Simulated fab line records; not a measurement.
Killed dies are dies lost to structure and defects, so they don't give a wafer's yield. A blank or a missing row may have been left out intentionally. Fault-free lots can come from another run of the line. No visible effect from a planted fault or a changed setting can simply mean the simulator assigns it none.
Code-filled problem report in 8D (eight disciplines) form    flow berkeley_cmos170    the parts of the form that need people (team, actions taken, sign-off) are left out

1. WHAT WENT WRONG
V2_TEOS_THK at UCB170_V2_THK_MEAS_01 reads a mean of 1674 nm on 6 wafers of 2 lots; wafers without a fault read 1991 nm with a standard deviation of 25. Measured from the usual mean, that is -13 standard deviations.
First seen on wafer L239.2, day 12 13:22, on film_metro-01. The record has a number at this step for 42 wafers belonging to 14 lots. The rule behind "out" and "out of limits": a value lying over 4 standard deviations away from the usual mean. The rest of the wafers with a number are treated as sound.

2. WHAT IT IS AND WHAT IT IS NOT
question                     is                      is not
which readings at this step  V2_TEOS_THK             -
which lots                   L239, L241              L221, L222, L224, L226, L227, L229, L230, L231, L233, L234, L243, L244
which wafers of those lots   all that have a number  -
read on which gauges         film_metro-01           film_metro-02, film_metro-03
when                         from day 12 13:22       up to then (30 sound wafers); but 6 sound wafers of L243, L244 came after

3. SUSPECTS, AND WHAT RULES EACH OUT
Counting: any tool at a process step up to the reading is kept as a suspect provided that every lot that is out went through it and no sound lot did after the first of them.
- ruled out: the gauge at UCB170_V2_THK_MEAS_01. All the wafers that are out were read on film_metro-01, but those of them that UCB170_V2_THK_MEAS_04 has rows for are out there too, on other tools.
- pecvd-03 at UCB170_V2_CVD_00 (deposits SiO2 from TEOS/O2, target thk 2000 nm, time 250 s): kept. All lots that are out passed through it, beginning with L239 at day 12 13:12, and no sound lot followed; its final sound lot before that point was L233 at day 11 03:43.
After counting, what remains is pecvd-03 at UCB170_V2_CVD_00.

4. THE CAUSE (what the simulator had put in)
Site profile drift: pecvd-03, from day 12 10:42 on, at UCB170_V2_CVD_00. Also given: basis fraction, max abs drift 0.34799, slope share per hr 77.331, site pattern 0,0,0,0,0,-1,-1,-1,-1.
After counting, this tool was the only one left.

5. THE CHAIN OF EFFECTS, in route order
Each row: a reading where the mean over the struck wafers with a number is more than 3 standard deviations away from the usual. Only readings whose record carries a usual standard deviation are examined. hours: median over the lots of the time between each lot's start at the first step of this table that gives one and its start at this step. sigmas: the change, counted in usual standard deviations.
hours  step                   reading          usual       on struck wafers  change  sigmas
0      UCB170_V2_THK_MEAS_01  V2_TEOS_THK      1991 nm     1674              -316    -13
0      UCB170_V2_THK_MEAS_04  V2_POLISHED_THK  999.5 nm    689.5             -310.0  -99 or more
2      UCB170_V2_ETCH_14      oes_product_au   0.873 a.u.  0.712             -0.161  -12
It contains these process steps:
- UCB170_V2_ETCH_14: etches SiO2 in CHF3/CF4/Ar, stops on Al, target depth 1250 nm, time 291 s.
At these later measuring or inspecting steps, every struck wafer for which the step has a row has a number for every such reading, and none has moved that far: UCB170_M3_THK_MEAS_03, UCB170_M3_OVL_MEAS_16.

6. HOW IT WOULD HAVE BEEN CAUGHT EARLIER
3 hours passed between the start of the fault at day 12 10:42 and the first reading out of limits at a measuring or inspecting step in this record, taken at day 12 13:22.
An alarm limit of 4 standard deviations would not have fired on the tool readings at UCB170_V2_CVD_00 for which the record gives a usual standard deviation, since none of them was out on any struck wafer.
Of the lots that are out (2), L241 began UCB170_V2_CVD_00 on pecvd-03 after day 12 13:22. A hold on the tool at that time would have spared it.
